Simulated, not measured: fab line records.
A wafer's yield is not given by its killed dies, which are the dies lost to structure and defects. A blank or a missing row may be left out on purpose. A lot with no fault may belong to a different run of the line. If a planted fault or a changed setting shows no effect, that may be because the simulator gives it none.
The tool behind it: which one? | flow rit_cmos | 13 lots with 39 wafers sampled at 6 steps, on a route of 202 steps

## WHAT THE GAUGES READ, wafer by wafer
RIT_NLDD_OVL_MEAS_06. Usual: NLDD_OVL 1.3 nm, standard deviation 1.5.
lot  | measured    | on         | NLDD_OVL (nm)  | flag
L620 | day 2 18:58 | overlay-01 | 2.8 1.5 2.8    |
L622 | day 3 08:20 | overlay-01 | 1.2 3.2 2.3    |
L624 | day 3 17:10 | overlay-02 | 0.4 1.4 1.4    |
L625 | day 4 00:38 | overlay-01 | 3.0 2.7 0.5    |
L627 | day 4 04:52 | overlay-02 | 3.8 1.4 1.2    |
L628 | day 4 14:32 | overlay-01 | 0.4 -2.1 1.1   |
L629 | day 4 18:23 | overlay-01 | 1.4 0.9 1.3    |
L630 | day 4 21:30 | overlay-02 | 0.9 2.9 3.5    |
L632 | day 5 11:43 | overlay-02 | 3.2 3.8 3.5    |
L634 | day 5 15:49 | overlay-02 | 4.1 2.3 2.1    |
L641 | day 7 06:38 | overlay-02 | 2.8 0.5 -1.0   |
L642 | day 7 09:59 | overlay-02 | 1.2 1.9 1.2    |
L643 | day 7 16:22 | overlay-01 | -2.8 -1.8 -2.2 |

RIT_NLDD_TW_MEAS_10. Usual: NLDD_TW 2497, standard deviation 39.
lot  | measured    | on            | NLDD_TW        | flag
L620 | day 2 19:28 | film_metro-02 | 2529 2524 2534 |
L622 | day 3 08:51 | film_metro-03 | 2449 2442 2455 |
L624 | day 3 17:40 | film_metro-02 | 2527 2527 2519 |
L625 | day 4 01:14 | film_metro-04 | 2516 2518 2509 |
L627 | day 4 05:23 | film_metro-02 | 2525 2518 2518 |
L628 | day 4 15:03 | film_metro-02 | 2531 2524 2525 |
L629 | day 4 18:53 | film_metro-03 | 2465 2438 2467 |
L630 | day 4 22:01 | film_metro-02 | 2525 2542 2514 |
L632 | day 5 12:14 | film_metro-03 | 2449 2440 2434 |
L634 | day 5 16:20 | film_metro-04 | 2513 2520 2520 |
L641 | day 7 07:09 | film_metro-02 | 2524 2532 2527 |
L642 | day 7 10:30 | film_metro-02 | 2523 2515 2526 |
L643 | day 7 16:53 | film_metro-02 | 2534 2532 2537 |

RIT_SPACER_THK_MEAS_04. Usual: SPACER_NITRIDE_THK 249.5 nm, standard deviation 2.5.
lot  | measured    | on            | SPACER_NITRIDE_THK (nm)             | flag
L620 | day 2 23:53 | film_metro-01 | 247.3 248.8 251.2                   |
L622 | day 3 13:05 | film_metro-03 | 247.5 250.4 248.3                   |
L624 | day 3 21:43 | film_metro-02 | 250.5 249.1 249.6                   |
L625 | day 4 04:59 | film_metro-01 | 248.7 247.2 247.9                   |
L627 | day 4 10:22 | film_metro-03 | 251.2 251.6 251.9                   |
L628 | day 4 18:58 | film_metro-01 | 247.9 251.0 248.4                   |
L629 | day 4 22:52 | film_metro-02 | 248.4 247.5 251.3                   |
L630 | day 5 02:46 | film_metro-02 | 246.0 247.5 243.7                   |
L632 | day 5 16:10 | film_metro-02 | 249.5 251.1 250.5                   |
L634 | day 5 20:19 | film_metro-03 | 215.4 217.2 218.0 215.4 217.1 218.2 | OFF
L641 | day 7 10:56 | film_metro-03 | 253.8 255.8 253.4                   |
L642 | day 7 14:24 | film_metro-02 | 253.0 251.1 252.2                   |
L643 | day 7 22:25 | film_metro-01 | 252.2 251.9 255.3                   |

RIT_NSD_OVL_MEAS_06. Usual: NSD_OVL 0.6 nm, standard deviation 1.3.
lot  | measured    | on         | NSD_OVL (nm)   | flag
L620 | day 3 01:04 | overlay-01 | 0.5 0.7 1.5    |
L622 | day 3 14:08 | overlay-01 | 0.1 2.7 0.2    |
L624 | day 3 22:47 | overlay-01 | -2.9 -2.5 -1.4 |
L625 | day 4 06:12 | overlay-02 | -0.8 -0.7 0.0  |
L627 | day 4 11:33 | overlay-01 | 1.6 0.9 -0.1   |
L628 | day 4 20:25 | overlay-01 | 0.4 2.3 -0.8   |
L629 | day 5 00:02 | overlay-02 | 2.5 2.8 2.2    |
L630 | day 5 03:56 | overlay-01 | -0.1 1.6 0.4   |
L632 | day 5 17:23 | overlay-02 | -0.5 0.0 2.2   |
L634 | day 5 23:59 | overlay-02 | -0.4 2.0 1.2   |
L641 | day 7 11:59 | overlay-02 | 0.7 -0.1 0.8   |
L642 | day 7 15:28 | overlay-02 | 2.6 1.3 -1.0   |
L643 | day 7 23:28 | overlay-02 | 0.9 1.1 1.1    |

## WHICH TOOL RAN EACH LOT (tool, then ch and the chambers of the sampled wafers, then the start)
lot  | RIT_SPACER_CVD_03          | RIT_SPACER_ETCHBACK_05
L620 | lpcvd-02 ch 1, day 2 21:58 | rie_diel-04 ch 0,1,2, day 2 23:56
L622 | lpcvd-01 ch 0, day 3 11:10 | rie_diel-04 ch 1,2,3, day 3 13:08
L624 | lpcvd-01 ch 0, day 3 19:49 | rie_diel-02 ch 0,2, day 3 21:47
L625 | lpcvd-02 ch 0, day 4 03:05 | rie_diel-02 ch 0,2,3, day 4 05:03
L627 | lpcvd-01 ch 1, day 4 08:26 | rie_diel-04 ch 1,2,3, day 4 10:25
L628 | lpcvd-02 ch 1, day 4 17:02 | rie_diel-02 ch 0,3, day 4 19:01
L629 | lpcvd-01 ch 1, day 4 20:56 | rie_diel-04 ch 2,3, day 4 22:55
L630 | lpcvd-02 ch 1, day 4 23:52 | rie_diel-02 ch 0,2,3, day 5 02:49
L632 | lpcvd-01 ch 0, day 5 14:13 | rie_diel-02 ch 0,1,3, day 5 16:12
L634 | lpcvd-02 ch 0, day 5 18:24 | rie_diel-03 ch 1,2,3, day 5 22:37
L641 | lpcvd-01 ch 0, day 7 09:01 | rie_diel-02 ch 0,2, day 7 10:59
L642 | lpcvd-01 ch 1, day 7 12:29 | rie_diel-04 ch 1,2,3, day 7 14:27
L643 | lpcvd-01 ch 1, day 7 20:29 | rie_diel-04 ch 0,1, day 7 22:28
- RIT_SPACER_CVD_03: deposits Si3N4 from SiH2Cl2/NH3, target thk 250 nm, time 3300 s.
- RIT_SPACER_ETCHBACK_05: etches Si3N4 in SF6/CHF3, stops on SiO2, target depth 250 nm, time 240 s.

## WHAT THE TOOLS THEMSELVES READ (means of the sampled wafers that have a number; where no wafer has one, the mark that the record gives instead)
RIT_SPACER_CVD_03. Usual: zone_power_load_pct reads 21.6 % (standard deviation 1.8).
lot  | tool     | zone_power_load_pct (%) | flag
L620 | lpcvd-02 | 22.1                    |
L622 | lpcvd-01 | 19.2                    |
L624 | lpcvd-01 | 19.3                    |
L625 | lpcvd-02 | 24.6                    |
L627 | lpcvd-01 | 21.2                    |
L628 | lpcvd-02 | 22.3                    |
L629 | lpcvd-01 | 21.1                    |
L630 | lpcvd-02 | 22.1                    |
L632 | lpcvd-01 | 19.3                    |
L634 | lpcvd-02 | 24.7                    |
L641 | lpcvd-01 | 19.2                    |
L642 | lpcvd-01 | 21.3                    |
L643 | lpcvd-01 | 21.1                    |

RIT_SPACER_ETCHBACK_05. Usual: drypump_motor_current_A 5.7 A, standard deviation 0.41; oes_product_au 0.844 a.u., standard deviation 0.014; throttle_valve_pct 10.26 %, standard deviation 0.17.
lot  | tool        | drypump_motor_current_A (A) | oes_product_au (a.u.) | throttle_valve_pct (%) | flag
L620 | rie_diel-04 | 5.6                         | 0.842                 | 10.29                  |
L622 | rie_diel-04 | 6.0                         | 0.851                 | 10.38                  |
L624 | rie_diel-02 | 5.7                         | 0.821                 | 10.06                  |
L625 | rie_diel-02 | 5.5                         | 0.833                 | 10.14                  |
L627 | rie_diel-04 | 6.0                         | 0.853                 | 10.39                  |
L628 | rie_diel-02 | 5.2                         | 0.848                 | 10.24                  |
L629 | rie_diel-04 | 6.3                         | 0.841                 | 10.49                  |
L630 | rie_diel-02 | 5.5                         | 0.829                 | 10.14                  |
L632 | rie_diel-02 | 5.4                         | 0.853                 | 10.21                  |
L634 | rie_diel-03 | 5.9                         | 0.764                 | 10.26                  | OFF
L641 | rie_diel-02 | 5.7                         | 0.837                 | 10.06                  |
L642 | rie_diel-04 | 6.0                         | 0.854                 | 10.38                  |
L643 | rie_diel-04 | 5.4                         | 0.848                 | 10.33                  |

## THE ANSWER, worked out from the rows above alone
Rule: a lot is off if the mean of its wafers that have a number lies more than 3 standard deviations from the usual mean. Also off: a lot with no number at a reading for which 4 or more lots have one. All remaining lots with rows at the step are treated as sound. The gauges are gone through in route order, then the tools' own readings, and for those a lot's mean is taken as printed above. The first step at which some lot is off is used, and at that step the reading that is off furthest; a lot without a number counts as furthest.
Off: at RIT_SPACER_THK_MEAS_04 (SPACER_NITRIDE_THK), L634.
A tool fits if, at a process step before that reading, it ran every lot that is off, and no sound lot after the first of them. Not tried: the gauges at RIT_SPACER_THK_MEAS_04; whatever is off there is also off at RIT_SPACER_ETCHBACK_05, on other tools, and gauge error can't account for it. One candidate fits, namely lpcvd-02 at RIT_SPACER_CVD_03. Its last sound lot is L630 (day 4 23:52), its first lot that is off L634 (day 5 18:24): a fault that began between those two fits.

## WHAT THE SIMULATOR HAD INSERTED
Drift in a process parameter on lpcvd-02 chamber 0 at RIT_SPACER_CVD_03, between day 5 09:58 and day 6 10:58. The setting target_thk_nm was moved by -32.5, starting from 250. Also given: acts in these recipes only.
Lots struck among those shown: L634. The rule above reached the same finding.
